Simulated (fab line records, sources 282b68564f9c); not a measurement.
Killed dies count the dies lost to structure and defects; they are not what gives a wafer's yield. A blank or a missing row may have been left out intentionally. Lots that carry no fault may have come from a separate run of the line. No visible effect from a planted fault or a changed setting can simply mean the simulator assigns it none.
Split-lot study | flow rit_cmos | 5 lots, 23 wafers read, on a route of 202 steps

## THE SPLIT ITSELF
At RIT_NLDD_IMPLANT_08, the setting dose_cm2 was moved away from the recipe's 5e+14 on 7 of the 23 wafers read, by -6.8% to +2.4%. The other wafers ran this setting at the recipe's value.

## FROM THE SPLIT ON TO THE READING: in between, the file shows 1 step
- RIT_NLDD_STRIP_09: strips in O2, time 180 s

## THE READING
NLDD_TW, at RIT_NLDD_TW_MEAS_10. On this fab line, fault-free wafers typically give 2490 with a standard deviation of 10.

wafer  | tool, chamber at the split | dose_cm2 as run | against the recipe | NLDD_TW | against lot-mates on the recipe
L076.1 | implanter-02, 0            | 5.119e+14       | +2.4%              | 2508    | +11
L076.2 | implanter-02, 0            | 5e+14           | recipe             | 2488    | -
L076.4 | implanter-02, 0            | 5.119e+14       | +2.4%              | 2509    | +12
L076.5 | implanter-02, 0            | 5e+14           | recipe             | 2494    | -
L076.6 | implanter-02, 0            | 5e+14           | recipe             | 2509    | -
L077.1 | implanter-02, 0            | 5e+14           | recipe             | 2484    | -
L077.2 | implanter-02, 0            | 5e+14           | recipe             | 2481    | -
L077.3 | implanter-02, 0            | 5e+14           | recipe             | 2488    | -
L077.4 | implanter-02, 0            | 5e+14           | recipe             | 2487    | -
L077.5 | implanter-02, 0            | 5e+14           | recipe             | 2498    | -
L079.2 | implanter-04, 0            | 5e+14           | recipe             | 2485    | -
L079.3 | implanter-04, 0            | 5e+14           | recipe             | 2492    | -
L079.5 | implanter-04, 0            | 5e+14           | recipe             | 2479    | -
L080.1 | implanter-03, 0            | 5e+14           | recipe             | 2497    | -
L080.2 | implanter-03, 0            | 4.773e+14       | -4.5%              | 2447    | -45
L080.3 | implanter-03, 0            | 5e+14           | recipe             | 2487    | -
L080.4 | implanter-03, 0            | 4.773e+14       | -4.5%              | 2451    | -41
L080.6 | implanter-03, 0            | 4.773e+14       | -4.5%              | 2458    | -34
L081.1 | implanter-02, 0            | 5e+14           | recipe             | 2480    | -
L081.2 | implanter-02, 0            | 5e+14           | recipe             | 2497    | -
L081.3 | implanter-02, 0            | 5e+14           | recipe             | 2492    | -
L081.5 | implanter-02, 0            | 4.658e+14       | -6.8%              | 2457    | -33
L081.6 | implanter-02, 0            | 4.658e+14       | -6.8%              | 2456    | -34

THE FIT
A straight line over all 23 wafers: NLDD_TW changes by +6.37 for each +1% of dose_cm2; r = +0.89; the points scatter about the line by 8.4.
The same after taking each lot's own level away (the mean of its wafers on the recipe; 23 wafers): +6.18 for each +1%; r = +0.90; scatter 8.
That fit puts the effect of the largest move of dose_cm2 on the reading at 42.
The lots' own levels span 2485.3 to 2497.0, that is 1.2 times the standard deviation above.
The two slopes agree, so the slope changes little with the lot-to-lot level.
Check: with one of the wafers moved furthest among these (-6.8%) left out of the fit, the line predicts -47.4 for it against its lot-mates. It came out at -32.7 against them.

## OTHER SPLITS APPLIED TO THESE WAFERS
Before the reading, these wafers also passed through other splits. Each is held against what the fit with the lots' levels taken away leaves over:
other split on the same wafers     | wafers away from the commonest value | r with NLDD_TW (lot level and that fit taken away)
RIT_ACTIVE_COAT_06 spin_rpm        | 5                                    | +0.04
RIT_ACTIVE_EXPOSE_08 dose_mj       | 8                                    | -0.10
RIT_ACTIVE_STRIP_14 pressure_mtorr | 15                                   | +0.37
RIT_NWELL_IMPLANT_08 energy_kev    | 6                                    | -0.05
RIT_GATE_CVD_08 temp_c             | 10                                   | +0.07
RIT_GATE_EXPOSE_13 dose_mj         | 6                                    | +0.01
RIT_REOX_OXIDATION_03 ox_time_s    | 18                                   | -0.10

## THE FILE'S OWN FIT
NLDD_TW changes by +5.99 for each +1% of dose_cm2, r = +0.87.
